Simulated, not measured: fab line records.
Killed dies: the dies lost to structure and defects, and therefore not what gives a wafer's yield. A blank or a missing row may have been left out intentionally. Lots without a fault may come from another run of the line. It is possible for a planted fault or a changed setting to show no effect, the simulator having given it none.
Which tool did it? / flow berkeley cmos170 / Sampling: 14 lots, 42 wafers, 5 of 331 route steps

== WHAT THE GAUGES SHOWED, per wafer ==
UCB170_NWELL_THK_MEAS_05.
lot=L247; measured=day 2 10:09; on=film metro-04; NWELL_NITRIDE_THK (nm)=227.3 224.6 226.2
lot=L248; measured=day 2 22:13; on=film metro-01; NWELL_NITRIDE_THK (nm)=226.0 223.9 224.5
lot=L250; measured=day 3 06:18; on=film metro-01; NWELL_NITRIDE_THK (nm)=224.2 222.5 225.9
lot=L251; measured=day 3 06:15; on=film metro-01; NWELL_NITRIDE_THK (nm)=223.5 224.5 222.7
lot=L253; measured=day 3 17:11; on=film metro-03; NWELL_NITRIDE_THK (nm)=222.9 222.4 220.8
lot=L256; measured=day 4 10:47; on=film metro-04; NWELL_NITRIDE_THK (nm)=225.5 224.0 224.1
lot=L257; measured=day 4 17:23; on=film metro-03; NWELL_NITRIDE_THK (nm)=226.4 227.4 223.3
lot=L258; measured=day 4 22:49; on=film metro-01; NWELL_NITRIDE_THK (nm)=182.3 182.2 183.2
lot=L259; measured=day 4 22:49; on=film metro-04; NWELL_NITRIDE_THK (nm)=181.9 183.4 181.6
lot=L260; measured=day 5 10:34; on=film metro-03; NWELL_NITRIDE_THK (nm)=224.7 223.6 224.3
lot=L261; measured=day 5 10:32; on=film metro-01; NWELL_NITRIDE_THK (nm)=225.5 227.6 225.8
lot=L268; measured=day 6 21:35; on=film metro-01; NWELL_NITRIDE_THK (nm)=224.2 225.3 223.7
lot=L269; measured=day 6 21:35; on=film metro-04; NWELL_NITRIDE_THK (nm)=222.2 223.7 222.4
lot=L270; measured=day 7 06:56; on=film metro-04; NWELL_NITRIDE_THK (nm)=225.8 224.9 223.7

UCB170_NWELL_TW_MEAS_16.
lot=L247; measured=day 2 12:43; on=film metro-03; NWELL_TW=1253 1252 1248
lot=L248; measured=day 3 00:34; on=film metro-04; NWELL_TW=1268 1266 1274
lot=L250; measured=day 3 07:43; on=film metro-04; NWELL_TW=1282 1272 1274
lot=L251; measured=day 3 07:37; on=film metro-01; NWELL_TW=1248 1237 1242
lot=L253; measured=day 3 18:53; on=film metro-03; NWELL_TW=1257 1263 1261
lot=L256; measured=day 4 12:11; on=film metro-03; NWELL_TW=1254 1247 1261
lot=L257; measured=day 4 20:36; on=film metro-03; NWELL_TW=1259 1263 1251
lot=L258; measured=day 5 00:07; on=film metro-03; NWELL_TW=1254 1255 1257
lot=L259; measured=day 5 00:22; on=film metro-04; NWELL_TW=1257 1257 1258
lot=L260; measured=day 5 11:51; on=film metro-04; NWELL_TW=1258 1267 1256
lot=L261; measured=day 5 12:06; on=film metro-01; NWELL_TW=1236 1240 1241
lot=L268; measured=day 6 23:15; on=film metro-04; NWELL_TW=1270 1265 1272
lot=L269; measured=day 6 23:19; on=film metro-03; NWELL_TW=1256 1257 1255
lot=L270; measured=day 7 08:51; on=film metro-04; NWELL_TW=1269 1268 1268

UCB170_PWELL_THK_MEAS_03.
lot=L247; measured=day 3 00:11; on=film metro-02; PWELL_OXIDE_THK (nm)=25.5 25.8 26.4
lot=L248; measured=day 3 09:56; on=film metro-01; PWELL_OXIDE_THK (nm)=26.2 26.4 25.9
lot=L250; measured=day 3 19:04; on=film metro-02; PWELL_OXIDE_THK (nm)=27.1 27.2 27.4
lot=L251; measured=day 3 19:04; on=film metro-04; PWELL_OXIDE_THK (nm)=26.4 25.9 26.2
lot=L253; measured=day 4 04:44; on=film metro-01; PWELL_OXIDE_THK (nm)=26.1 26.0 25.8
lot=L256; measured=day 4 22:16; on=film metro-04; PWELL_OXIDE_THK (nm)=26.9 26.7 26.7
lot=L257; measured=day 5 11:17; on=film metro-04; PWELL_OXIDE_THK (nm)=25.1 25.6 25.3
lot=L258; measured=day 5 11:22; on=film metro-04; PWELL_OXIDE_THK (nm)=25.9 25.8 26.2
lot=L259; measured=day 5 11:18; on=film metro-02; PWELL_OXIDE_THK (nm)=26.1 26.0 25.7
lot=L260; measured=day 6 01:36; on=film metro-01; PWELL_OXIDE_THK (nm)=25.7 25.9 25.8
lot=L261; measured=day 6 01:35; on=film metro-04; PWELL_OXIDE_THK (nm)=25.9 25.8 25.7
lot=L268; measured=day 7 13:03; on=film metro-04; PWELL_OXIDE_THK (nm)=26.1 26.8 26.0
lot=L269; measured=day 7 13:02; on=film metro-02; PWELL_OXIDE_THK (nm)=26.1 26.0 26.0
lot=L270; measured=day 7 19:44; on=film metro-02; PWELL_OXIDE_THK (nm)=26.1 25.9 26.1

== WHICH TOOL RAN EACH LOT (tool, then ch and the chambers of the sampled wafers, then the start) ==
lot=L247; UCB170_NWELL_CVD_04=lpcvd-02 ch 0, day 2 07:14; UCB170_NWELL_ETCH_13=rie diel-02 ch 0,1,3, day 2 12:21
lot=L248; UCB170_NWELL_CVD_04=lpcvd-01 ch 0, day 2 20:17; UCB170_NWELL_ETCH_13=rie diel-04 ch 0,3, day 3 00:12
lot=L250; UCB170_NWELL_CVD_04=lpcvd-02 ch 0, day 3 04:19; UCB170_NWELL_ETCH_13=rie diel-04 ch 0,1,3, day 3 07:22
lot=L251; UCB170_NWELL_CVD_04=lpcvd-02 ch 0, day 3 04:19; UCB170_NWELL_ETCH_13=rie diel-02 ch 0,2,3, day 3 07:15
lot=L253; UCB170_NWELL_CVD_04=lpcvd-01 ch 1, day 3 15:16; UCB170_NWELL_ETCH_13=rie diel-04 ch 0,1, day 3 18:32
lot=L256; UCB170_NWELL_CVD_04=lpcvd-02 ch 0, day 4 08:50; UCB170_NWELL_ETCH_13=rie diel-02 ch 0,2,3, day 4 11:50
lot=L257; UCB170_NWELL_CVD_04=lpcvd-02 ch 0, day 4 15:28; UCB170_NWELL_ETCH_13=rie diel-04 ch 2,3, day 4 20:15
lot=L258; UCB170_NWELL_CVD_04=lpcvd-02 ch 1, day 4 20:52; UCB170_NWELL_ETCH_13=rie diel-04 ch 0,2,3, day 4 23:44
lot=L259; UCB170_NWELL_CVD_04=lpcvd-02 ch 1, day 4 20:52; UCB170_NWELL_ETCH_13=rie diel-03 ch 0,3, day 5 00:00
lot=L260; UCB170_NWELL_CVD_04=lpcvd-01 ch 1, day 5 08:36; UCB170_NWELL_ETCH_13=rie diel-04 ch 0,1, day 5 11:29
lot=L261; UCB170_NWELL_CVD_04=lpcvd-01 ch 0, day 5 08:36; UCB170_NWELL_ETCH_13=rie diel-02 ch 0,2,3, day 5 11:45
lot=L268; UCB170_NWELL_CVD_04=lpcvd-01 ch 0, day 6 18:41; UCB170_NWELL_ETCH_13=rie diel-03 ch 2,3, day 6 22:54
lot=L269; UCB170_NWELL_CVD_04=lpcvd-01 ch 1, day 6 18:41; UCB170_NWELL_ETCH_13=rie diel-02 ch 1,2, day 6 22:57
lot=L270; UCB170_NWELL_CVD_04=lpcvd-01 ch 1, day 7 05:01; UCB170_NWELL_ETCH_13=rie diel-03 ch 0,1,3, day 7 08:30
- UCB170_NWELL_CVD_04: deposits Si3N4 from SiH2Cl2/NH3, target thk 224 nm, time 3360 s.
- UCB170_NWELL_ETCH_13: etches Si3N4 in CH3F/Ar/O2, stops on SiO2, target depth 246.4 nm, time 154 s.

== AS READ BY THE TOOLS THEMSELVES (means over the sampled wafers that have a number; for cases with no such wafer, the mark the record gives instead) ==
UCB170_NWELL_CVD_04.
lot=L247; tool=lpcvd-02; pressure mtorr (mTorr)=199.8
lot=L248; tool=lpcvd-01; pressure mtorr (mTorr)=199.9
lot=L250; tool=lpcvd-02; pressure mtorr (mTorr)=199.7
lot=L251; tool=lpcvd-02; pressure mtorr (mTorr)=200.2
lot=L253; tool=lpcvd-01; pressure mtorr (mTorr)=200.0
lot=L256; tool=lpcvd-02; pressure mtorr (mTorr)=200.1
lot=L257; tool=lpcvd-02; pressure mtorr (mTorr)=199.8
lot=L258; tool=lpcvd-02; pressure mtorr (mTorr)=100.5
lot=L259; tool=lpcvd-02; pressure mtorr (mTorr)=99.4
lot=L260; tool=lpcvd-01; pressure mtorr (mTorr)=199.8
lot=L261; tool=lpcvd-01; pressure mtorr (mTorr)=199.7
lot=L268; tool=lpcvd-01; pressure mtorr (mTorr)=200.7
lot=L269; tool=lpcvd-01; pressure mtorr (mTorr)=199.8
lot=L270; tool=lpcvd-01; pressure mtorr (mTorr)=200.4

UCB170_NWELL_ETCH_13.
lot=L247; tool=rie diel-02; CH3F_flow_sccm (sccm)=20.00; drypump motor current A (A)=5.8; oes product au (a.u.)=0.938; throttle valve pct (%)=8.15
lot=L248; tool=rie diel-04; CH3F_flow_sccm (sccm)=20.00; drypump motor current A (A)=6.1; oes product au (a.u.)=0.934; throttle valve pct (%)=8.02
lot=L250; tool=rie diel-04; CH3F_flow_sccm (sccm)=20.04; drypump motor current A (A)=5.9; oes product au (a.u.)=0.939; throttle valve pct (%)=7.98
lot=L251; tool=rie diel-02; CH3F_flow_sccm (sccm)=20.01; drypump motor current A (A)=6.0; oes product au (a.u.)=0.944; throttle valve pct (%)=8.12
lot=L253; tool=rie diel-04; CH3F_flow_sccm (sccm)=19.93; drypump motor current A (A)=5.6; oes product au (a.u.)=0.948; throttle valve pct (%)=7.94
lot=L256; tool=rie diel-02; CH3F_flow_sccm (sccm)=19.98; drypump motor current A (A)=6.0; oes product au (a.u.)=0.940; throttle valve pct (%)=8.13
lot=L257; tool=rie diel-04; CH3F_flow_sccm (sccm)=19.96; drypump motor current A (A)=5.9; oes product au (a.u.)=0.932; throttle valve pct (%)=8.14
lot=L258; tool=rie diel-04; CH3F_flow_sccm (sccm)=19.99; drypump motor current A (A)=6.0; oes product au (a.u.)=0.829; throttle valve pct (%)=8.06
lot=L259; tool=rie diel-03; CH3F_flow_sccm (sccm)=20.07; drypump motor current A (A)=5.7; oes product au (a.u.)=0.828; throttle valve pct (%)=7.90
lot=L260; tool=rie diel-04; CH3F_flow_sccm (sccm)=19.99; drypump motor current A (A)=5.6; oes product au (a.u.)=0.950; throttle valve pct (%)=7.94
lot=L261; tool=rie diel-02; CH3F_flow_sccm (sccm)=20.05; drypump motor current A (A)=6.0; oes product au (a.u.)=0.945; throttle valve pct (%)=8.12
lot=L268; tool=rie diel-03; CH3F_flow_sccm (sccm)=20.09; drypump motor current A (A)=5.6; oes product au (a.u.)=0.959; throttle valve pct (%)=7.85
lot=L269; tool=rie diel-02; CH3F_flow_sccm (sccm)=19.95; drypump motor current A (A)=6.0; oes product au (a.u.)=0.932; throttle valve pct (%)=8.03
lot=L270; tool=rie diel-03; CH3F_flow_sccm (sccm)=20.03; drypump motor current A (A)=5.8; oes product au (a.u.)=0.937; throttle valve pct (%)=8.03

== THE ANSWER, worked out from the rows above alone ==
Rule: what is usual is taken from the lots themselves. Put in order of their means at a reading, lots are off if they are a third of the lots or fewer, leave a main group of 4 or more, and stand apart from it by a gap of 3 or more times the standard deviation of the main group's means; of several such gaps the widest counts. A main group whose means are all the same, to the digits that the tables above print for the reading, isn't used. Also off: a lot with no number at a reading for which 4 or more lots have one. Where the step has rows for the other lots, those lots are counted as sound. First the gauges in route order, then the tools' own readings, where a lot's mean is used as printed above. The first step at which some lot is off is used, and at that step the reading that is off furthest; a lot without a number counts as furthest.
Off: at UCB170_NWELL_THK_MEAS_05 (NWELL_NITRIDE_THK), L258, L259. The main group has a mean of 224.4 nm with a standard deviation of 1.2.
A tool fits if, at a process step before that reading, it ran every lot that is off, and no sound lot after the first of them. Not tried: the gauges at UCB170_NWELL_THK_MEAS_05; whatever is off there is also off at UCB170_NWELL_CVD_04, on other tools, and gauge error can't account for it. One fits: lpcvd-02 at UCB170_NWELL_CVD_04. Its last sound lot is L257 (day 4 15:28), its first lot that is off L258 (day 4 20:52): a fault that began between those two fits.
The tool's own readings at UCB170_NWELL_CVD_04 bear it out: on the lots that are off they differ by more than 5 times the standard deviation of the sound lots' means. pressure mtorr reads 100.0 mTorr there against 200.0 mTorr on the sound lots.

== WHAT THE SIMULATOR PUT IN ==
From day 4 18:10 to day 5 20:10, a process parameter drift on lpcvd-02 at UCB170_NWELL_CVD_04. The setting pressure mtorr was moved by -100, starting from 200. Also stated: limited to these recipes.
Lots struck among those shown: L259, L258. The rule above reached the same finding.
